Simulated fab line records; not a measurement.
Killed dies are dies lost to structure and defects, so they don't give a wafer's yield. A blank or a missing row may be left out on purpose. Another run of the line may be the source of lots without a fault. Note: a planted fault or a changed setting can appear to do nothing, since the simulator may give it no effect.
Which of the tools did it? || flow berkeley-cmos170 || Sampling: 14 lots, 42 wafers, 6 of 331 route steps

== WHAT EACH GAUGE READ, for each wafer ==
UCB170_FIELD_THK_MEAS_90.
{"lot": "L212", "measured": "day 5 01:35", "on": "film-metro-01", "FIELD_OXIDE_LEFT_1_THK (nm)": "429 441 429"}
{"lot": "L213", "measured": "day 5 03:02", "on": "film-metro-04", "FIELD_OXIDE_LEFT_1_THK (nm)": "429 438 425"}
{"lot": "L214", "measured": "day 5 03:02", "on": "film-metro-01", "FIELD_OXIDE_LEFT_1_THK (nm)": "445 438 437"}
{"lot": "L215", "measured": "day 5 10:13", "on": "film-metro-04", "FIELD_OXIDE_LEFT_1_THK (nm)": "431 428 429"}
{"lot": "L220", "measured": "day 6 06:08", "on": "film-metro-02", "FIELD_OXIDE_LEFT_1_THK (nm)": "453 446 449"}
{"lot": "L219", "measured": "day 6 06:13", "on": "film-metro-04", "FIELD_OXIDE_LEFT_1_THK (nm)": "454 452 448"}
{"lot": "L221", "measured": "day 6 13:46", "on": "film-metro-01", "FIELD_OXIDE_LEFT_1_THK (nm)": "439 438 439"}
{"lot": "L222", "measured": "day 6 22:10", "on": "film-metro-04", "FIELD_OXIDE_LEFT_1_THK (nm)": "439 427 433"}
{"lot": "L223", "measured": "day 7 05:24", "on": "film-metro-04", "FIELD_OXIDE_LEFT_1_THK (nm)": "448 449 441"}
{"lot": "L232", "measured": "day 8 22:42", "on": "film-metro-02", "FIELD_OXIDE_LEFT_1_THK (nm)": "443 439 450"}
{"lot": "L231", "measured": "day 8 22:43", "on": "film-metro-04", "FIELD_OXIDE_LEFT_1_THK (nm)": "430 436 438"}
{"lot": "L233", "measured": "day 9 04:43", "on": "film-metro-04", "FIELD_OXIDE_LEFT_1_THK (nm)": "442 443 439"}
{"lot": "L234", "measured": "day 9 12:25", "on": "film-metro-01", "FIELD_OXIDE_LEFT_1_THK (nm)": "438 445 437"}
{"lot": "L235", "measured": "day 10 02:42", "on": "film-metro-04", "FIELD_OXIDE_LEFT_1_THK (nm)": "444 441 428"}

UCB170_PLDD_OVL_MEAS_07.
{"lot": "L212", "measured": "day 6 06:15", "on": "overlay-02", "PLDD_OVL (nm)": "5 8 1"}
{"lot": "L213", "measured": "day 6 07:16", "on": "overlay-02", "PLDD_OVL (nm)": "5 -2 -2"}
{"lot": "L214", "measured": "day 6 09:55", "on": "overlay-02", "PLDD_OVL (nm)": "13 9 10"}
{"lot": "L215", "measured": "day 6 14:10", "on": "overlay-01", "PLDD_OVL (nm)": "-8 -5 -7"}
{"lot": "L220", "measured": "day 7 18:45", "on": "overlay-02", "PLDD_OVL (nm)": "5 11 15"}
{"lot": "L219", "measured": "day 7 18:39", "on": "overlay-01", "PLDD_OVL (nm)": "1 1 2"}
{"lot": "L221", "measured": "day 7 23:44", "on": "overlay-01", "PLDD_OVL (nm)": "9 3 5"}
{"lot": "L222", "measured": "day 8 00:31", "on": "overlay-02", "PLDD_OVL (nm)": "4 3 1"}
{"lot": "L223", "measured": "day 8 10:53", "on": "overlay-01", "PLDD_OVL (nm)": "11 3 12"}
{"lot": "L232", "measured": "day 10 09:20", "on": "overlay-02", "PLDD_OVL (nm)": "8 7 8"}
{"lot": "L231", "measured": "day 10 08:29", "on": "overlay-01", "PLDD_OVL (nm)": "-2 -2 -5"}
{"lot": "L233", "measured": "day 10 09:05", "on": "overlay-01", "PLDD_OVL (nm)": "-5 -2 8"}
{"lot": "L234", "measured": "day 10 21:14", "on": "overlay-02", "PLDD_OVL (nm)": "-8 5 -6"}
{"lot": "L235", "measured": "day 11 06:11", "on": "overlay-02", "PLDD_OVL (nm)": "0 10 5"}

UCB170_PSD_TW_MEAS_10.
{"lot": "L212", "measured": "day 6 18:08", "on": "film-metro-04", "PSD_TW": "2352 2350 2341"}
{"lot": "L213", "measured": "day 6 17:54", "on": "film-metro-04", "PSD_TW": "2359 2355 2356"}
{"lot": "L214", "measured": "day 6 18:01", "on": "film-metro-03", "PSD_TW": "2330 2323 2331"}
{"lot": "L215", "measured": "day 7 01:34", "on": "film-metro-04", "PSD_TW": "2352 2352 2343"}
{"lot": "L220", "measured": "day 8 05:33", "on": "film-metro-04", "PSD_TW": "2346 2348 2351"}
{"lot": "L219", "measured": "day 8 05:07", "on": "film-metro-03", "PSD_TW": "2325 2337 2327"}
{"lot": "L221", "measured": "day 8 08:08", "on": "film-metro-03", "PSD_TW": "30 30 30 30 30 30"}
{"lot": "L222", "measured": "day 8 08:34", "on": "film-metro-02", "PSD_TW": "30 30 30 30 30 30"}
{"lot": "L223", "measured": "day 8 18:58", "on": "film-metro-03", "PSD_TW": "2309 2342 2327"}
{"lot": "L232", "measured": "day 10 16:24", "on": "film-metro-03", "PSD_TW": "2322 2315 2319"}
{"lot": "L231", "measured": "day 10 16:08", "on": "film-metro-03", "PSD_TW": "2318 2333 2314"}
{"lot": "L233", "measured": "day 10 15:51", "on": "film-metro-04", "PSD_TW": "2357 2356 2351"}
{"lot": "L234", "measured": "day 11 05:10", "on": "film-metro-03", "PSD_TW": "2301 2306 2316"}
{"lot": "L235", "measured": "day 11 15:10", "on": "film-metro-02", "PSD_TW": "2341 2337 2345"}

UCB170_M2_CD_MEAS_90 targets a cd of 700 nm.
{"lot": "L212", "measured": "day 7 21:33", "on": "cd-sem-02", "cd-nm (nm)": "701.6 704.0 700.9"}
{"lot": "L213", "measured": "day 7 21:28", "on": "cd-sem-01", "cd-nm (nm)": "702.4 701.3 696.5"}
{"lot": "L214", "measured": "day 7 21:17", "on": "cd-sem-02", "cd-nm (nm)": "705.2 702.7 702.9"}
{"lot": "L215", "measured": "day 8 04:30", "on": "cd-sem-02", "cd-nm (nm)": "700.8 698.3 701.0"}
{"lot": "L220", "measured": "day 9 05:53", "on": "cd-sem-01", "cd-nm (nm)": "697.4 695.1 697.0"}
{"lot": "L219", "measured": "day 9 05:44", "on": "cd-sem-02", "cd-nm (nm)": "698.6 698.6 697.4"}
{"lot": "L223", "measured": "day 9 19:30", "on": "cd-sem-01", "cd-nm (nm)": "698.4 699.6 702.0"}
{"lot": "L232", "measured": "day 11 16:10", "on": "cd-sem-02", "cd-nm (nm)": "694.6 694.8 699.6"}
{"lot": "L231", "measured": "day 11 16:43", "on": "cd-sem-02", "cd-nm (nm)": "697.4 696.5 700.0"}
{"lot": "L233", "measured": "day 11 13:39", "on": "cd-sem-02", "cd-nm (nm)": "699.0 698.0 700.1"}
{"lot": "L234", "measured": "day 12 04:37", "on": "cd-sem-02", "cd-nm (nm)": "699.1 702.3 699.2"}
{"lot": "L235", "measured": "day 12 18:44", "on": "cd-sem-01", "cd-nm (nm)": "697.8 693.7 699.3"}

== WHICH TOOL RAN EACH LOT (tool, then ch and the chambers of the sampled wafers, then the start) ==
{"lot": "L212", "UCB170_NLDD_STRIP_10": "plasma-asher-03 ch 0,1, day 6 08:20", "UCB170_PSD_STRIP_09": "plasma-asher-03 ch 0,1, day 6 18:02"}
{"lot": "L213", "UCB170_NLDD_STRIP_10": "plasma-asher-02 ch 0,1, day 6 09:13", "UCB170_PSD_STRIP_09": "plasma-asher-04 ch 0,1, day 6 17:47"}
{"lot": "L214", "UCB170_NLDD_STRIP_10": "plasma-asher-02 ch 0,1, day 6 12:01", "UCB170_PSD_STRIP_09": "plasma-asher-01 ch 0,1, day 6 17:55"}
{"lot": "L215", "UCB170_NLDD_STRIP_10": "plasma-asher-02 ch 0,1, day 6 16:08", "UCB170_PSD_STRIP_09": "plasma-asher-01 ch 0,1, day 7 01:28"}
{"lot": "L220", "UCB170_NLDD_STRIP_10": "plasma-asher-02 ch 0,1, day 7 21:30", "UCB170_PSD_STRIP_09": "plasma-asher-03 ch 0,1, day 8 05:27"}
{"lot": "L219", "UCB170_NLDD_STRIP_10": "plasma-asher-01 ch 0,1, day 7 21:26", "UCB170_PSD_STRIP_09": "plasma-asher-01 ch 0,1, day 8 05:02"}
{"lot": "L221", "UCB170_NLDD_STRIP_10": "plasma-asher-02 ch 0,1, day 8 01:50", "UCB170_PSD_STRIP_09": "plasma-asher-01 ch 0,1, day 8 08:03"}
{"lot": "L222", "UCB170_NLDD_STRIP_10": "plasma-asher-02 ch 0,1, day 8 02:57", "UCB170_PSD_STRIP_09": "plasma-asher-01 ch 0,1, day 8 08:28"}
{"lot": "L223", "UCB170_NLDD_STRIP_10": "plasma-asher-03 ch 0,1, day 8 13:11", "UCB170_PSD_STRIP_09": "plasma-asher-04 ch 0,1, day 8 18:48"}
{"lot": "L232", "UCB170_NLDD_STRIP_10": "plasma-asher-02 ch 0,1, day 10 11:50", "UCB170_PSD_STRIP_09": "plasma-asher-01 ch 0,1, day 10 16:18"}
{"lot": "L231", "UCB170_NLDD_STRIP_10": "plasma-asher-01 ch 0,1, day 10 10:27", "UCB170_PSD_STRIP_09": "plasma-asher-03 ch 0, day 10 16:01"}
{"lot": "L233", "UCB170_NLDD_STRIP_10": "plasma-asher-02 ch 0,1, day 10 11:18", "UCB170_PSD_STRIP_09": "plasma-asher-03 ch 0,1, day 10 15:45"}
{"lot": "L234", "UCB170_NLDD_STRIP_10": "plasma-asher-03 ch 0,1, day 10 23:19", "UCB170_PSD_STRIP_09": "plasma-asher-04 ch 0,1, day 11 05:04"}
{"lot": "L235", "UCB170_NLDD_STRIP_10": "plasma-asher-03 ch 0,1, day 11 08:21", "UCB170_PSD_STRIP_09": "plasma-asher-03 ch 0,1, day 11 15:04"}
- UCB170_NLDD_STRIP_10: strips in O2.
- UCB170_PSD_STRIP_09: strips in O2.

== AS READ BY THE TOOLS THEMSELVES (means over the sampled wafers that have a number; for cases with no such wafer, the mark the record gives instead) ==
UCB170_NLDD_STRIP_10.
{"lot": "L212", "tool": "plasma-asher-03", "chamber-pressure-mTorr (mTorr)": 3498, "drypump-motor-current-A (A)": 5.8, "oes-product-au (a.u.)": 0.737, "strip-time-to-endpoint-s (s)": 21.63}
{"lot": "L213", "tool": "plasma-asher-02", "chamber-pressure-mTorr (mTorr)": 3503, "drypump-motor-current-A (A)": 6.3, "oes-product-au (a.u.)": 0.730, "strip-time-to-endpoint-s (s)": 21.63}
{"lot": "L214", "tool": "plasma-asher-02", "chamber-pressure-mTorr (mTorr)": 3499, "drypump-motor-current-A (A)": 6.1, "oes-product-au (a.u.)": 0.732, "strip-time-to-endpoint-s (s)": 21.64}
{"lot": "L215", "tool": "plasma-asher-02", "chamber-pressure-mTorr (mTorr)": 3500, "drypump-motor-current-A (A)": 6.1, "oes-product-au (a.u.)": 0.735, "strip-time-to-endpoint-s (s)": 21.65}
{"lot": "L220", "tool": "plasma-asher-02", "chamber-pressure-mTorr (mTorr)": 3499, "drypump-motor-current-A (A)": 6.1, "oes-product-au (a.u.)": 0.731, "strip-time-to-endpoint-s (s)": 21.58}
{"lot": "L219", "tool": "plasma-asher-01", "chamber-pressure-mTorr (mTorr)": 3503, "drypump-motor-current-A (A)": 6.2, "oes-product-au (a.u.)": 0.731, "strip-time-to-endpoint-s (s)": 21.66}
{"lot": "L221", "tool": "plasma-asher-02", "chamber-pressure-mTorr (mTorr)": "-", "drypump-motor-current-A (A)": "-", "oes-product-au (a.u.)": "-", "strip-time-to-endpoint-s (s)": "-"}
{"lot": "L222", "tool": "plasma-asher-02", "chamber-pressure-mTorr (mTorr)": "-", "drypump-motor-current-A (A)": "-", "oes-product-au (a.u.)": "-", "strip-time-to-endpoint-s (s)": "-"}
{"lot": "L223", "tool": "plasma-asher-03", "chamber-pressure-mTorr (mTorr)": 3501, "drypump-motor-current-A (A)": 5.8, "oes-product-au (a.u.)": 0.736, "strip-time-to-endpoint-s (s)": 21.65}
{"lot": "L232", "tool": "plasma-asher-02", "chamber-pressure-mTorr (mTorr)": 3499, "drypump-motor-current-A (A)": 6.4, "oes-product-au (a.u.)": 0.732, "strip-time-to-endpoint-s (s)": 21.56}
{"lot": "L231", "tool": "plasma-asher-01", "chamber-pressure-mTorr (mTorr)": 3497, "drypump-motor-current-A (A)": 6.2, "oes-product-au (a.u.)": 0.733, "strip-time-to-endpoint-s (s)": 21.55}
{"lot": "L233", "tool": "plasma-asher-02", "chamber-pressure-mTorr (mTorr)": 3498, "drypump-motor-current-A (A)": 6.4, "oes-product-au (a.u.)": 0.738, "strip-time-to-endpoint-s (s)": 21.59}
{"lot": "L234", "tool": "plasma-asher-03", "chamber-pressure-mTorr (mTorr)": 3500, "drypump-motor-current-A (A)": 6.1, "oes-product-au (a.u.)": 0.732, "strip-time-to-endpoint-s (s)": 21.62}
{"lot": "L235", "tool": "plasma-asher-03", "chamber-pressure-mTorr (mTorr)": 3503, "drypump-motor-current-A (A)": 6.2, "oes-product-au (a.u.)": 0.729, "strip-time-to-endpoint-s (s)": 21.63}

UCB170_PSD_STRIP_09.
{"lot": "L212", "tool": "plasma-asher-03", "chamber-pressure-mTorr (mTorr)": 3503, "drypump-motor-current-A (A)": 6.2, "oes-product-au (a.u.)": 0.604, "strip-time-to-endpoint-s (s)": 29.51}
{"lot": "L213", "tool": "plasma-asher-04", "chamber-pressure-mTorr (mTorr)": 3502, "drypump-motor-current-A (A)": 5.9, "oes-product-au (a.u.)": 0.597, "strip-time-to-endpoint-s (s)": 29.23}
{"lot": "L214", "tool": "plasma-asher-01", "chamber-pressure-mTorr (mTorr)": 3504, "drypump-motor-current-A (A)": 6.1, "oes-product-au (a.u.)": 0.597, "strip-time-to-endpoint-s (s)": 29.34}
{"lot": "L215", "tool": "plasma-asher-01", "chamber-pressure-mTorr (mTorr)": 3500, "drypump-motor-current-A (A)": 6.2, "oes-product-au (a.u.)": 0.600, "strip-time-to-endpoint-s (s)": 29.33}
{"lot": "L220", "tool": "plasma-asher-03", "chamber-pressure-mTorr (mTorr)": 3499, "drypump-motor-current-A (A)": 5.8, "oes-product-au (a.u.)": 0.598, "strip-time-to-endpoint-s (s)": 29.26}
{"lot": "L219", "tool": "plasma-asher-01", "chamber-pressure-mTorr (mTorr)": 3498, "drypump-motor-current-A (A)": 6.1, "oes-product-au (a.u.)": 0.603, "strip-time-to-endpoint-s (s)": 29.41}
{"lot": "L221", "tool": "plasma-asher-01", "chamber-pressure-mTorr (mTorr)": 3502, "drypump-motor-current-A (A)": 6.1, "oes-product-au (a.u.)": 0.664, "strip-time-to-endpoint-s (s)": 55.49}
{"lot": "L222", "tool": "plasma-asher-01", "chamber-pressure-mTorr (mTorr)": 3503, "drypump-motor-current-A (A)": 6.2, "oes-product-au (a.u.)": 0.665, "strip-time-to-endpoint-s (s)": 55.58}
{"lot": "L223", "tool": "plasma-asher-04", "chamber-pressure-mTorr (mTorr)": 3499, "drypump-motor-current-A (A)": 6.0, "oes-product-au (a.u.)": 0.597, "strip-time-to-endpoint-s (s)": 29.44}
{"lot": "L232", "tool": "plasma-asher-01", "chamber-pressure-mTorr (mTorr)": 3499, "drypump-motor-current-A (A)": 6.2, "oes-product-au (a.u.)": 0.602, "strip-time-to-endpoint-s (s)": 29.41}
{"lot": "L231", "tool": "plasma-asher-03", "chamber-pressure-mTorr (mTorr)": 3500, "drypump-motor-current-A (A)": 5.4, "oes-product-au (a.u.)": 0.601, "strip-time-to-endpoint-s (s)": 29.43}
{"lot": "L233", "tool": "plasma-asher-03", "chamber-pressure-mTorr (mTorr)": 3497, "drypump-motor-current-A (A)": 6.2, "oes-product-au (a.u.)": 0.600, "strip-time-to-endpoint-s (s)": 29.48}
{"lot": "L234", "tool": "plasma-asher-04", "chamber-pressure-mTorr (mTorr)": 3499, "drypump-motor-current-A (A)": 6.1, "oes-product-au (a.u.)": 0.603, "strip-time-to-endpoint-s (s)": 29.41}
{"lot": "L235", "tool": "plasma-asher-03", "chamber-pressure-mTorr (mTorr)": 3504, "drypump-motor-current-A (A)": 5.8, "oes-product-au (a.u.)": 0.603, "strip-time-to-endpoint-s (s)": 29.33}

== THE ANSWER, worked out from the rows above alone ==
Rule: usual is defined by the lots themselves. Put in order of their means at a reading, lots are off if they are a third of the lots or fewer, leave a main group of 4 or more, and stand apart from it by a gap of 3 or more times the standard deviation of the main group's means; of several such gaps the widest counts. Not used: any main group whose means are identical at the precision the tables above print for the reading. A lot without any number at a reading at which 4 lots or more have one is off too. The other lots that the step has rows for count as sound. After the gauges, taken in route order, come the tools' own readings; for these a lot's mean is taken, as printed above. The first step at which some lot is off is used, and at that step the reading that is off furthest; a lot without a number counts as furthest.
Off: L221, L222, at UCB170_PSD_TW_MEAS_10 (PSD_TW). The main group: mean 2336, standard deviation 15.
If a tool, at a process step before that reading, ran all the lots that are off and no sound lot after the first of them, it fits. The gauges at UCB170_PSD_TW_MEAS_10 aren't tried: what is off there is off at UCB170_NLDD_STRIP_10 too, on other tools, and a gauge's error can't cause that. Not one of the candidates tried fits.

== WHAT HAD BEEN PUT IN BY THE SIMULATOR ==
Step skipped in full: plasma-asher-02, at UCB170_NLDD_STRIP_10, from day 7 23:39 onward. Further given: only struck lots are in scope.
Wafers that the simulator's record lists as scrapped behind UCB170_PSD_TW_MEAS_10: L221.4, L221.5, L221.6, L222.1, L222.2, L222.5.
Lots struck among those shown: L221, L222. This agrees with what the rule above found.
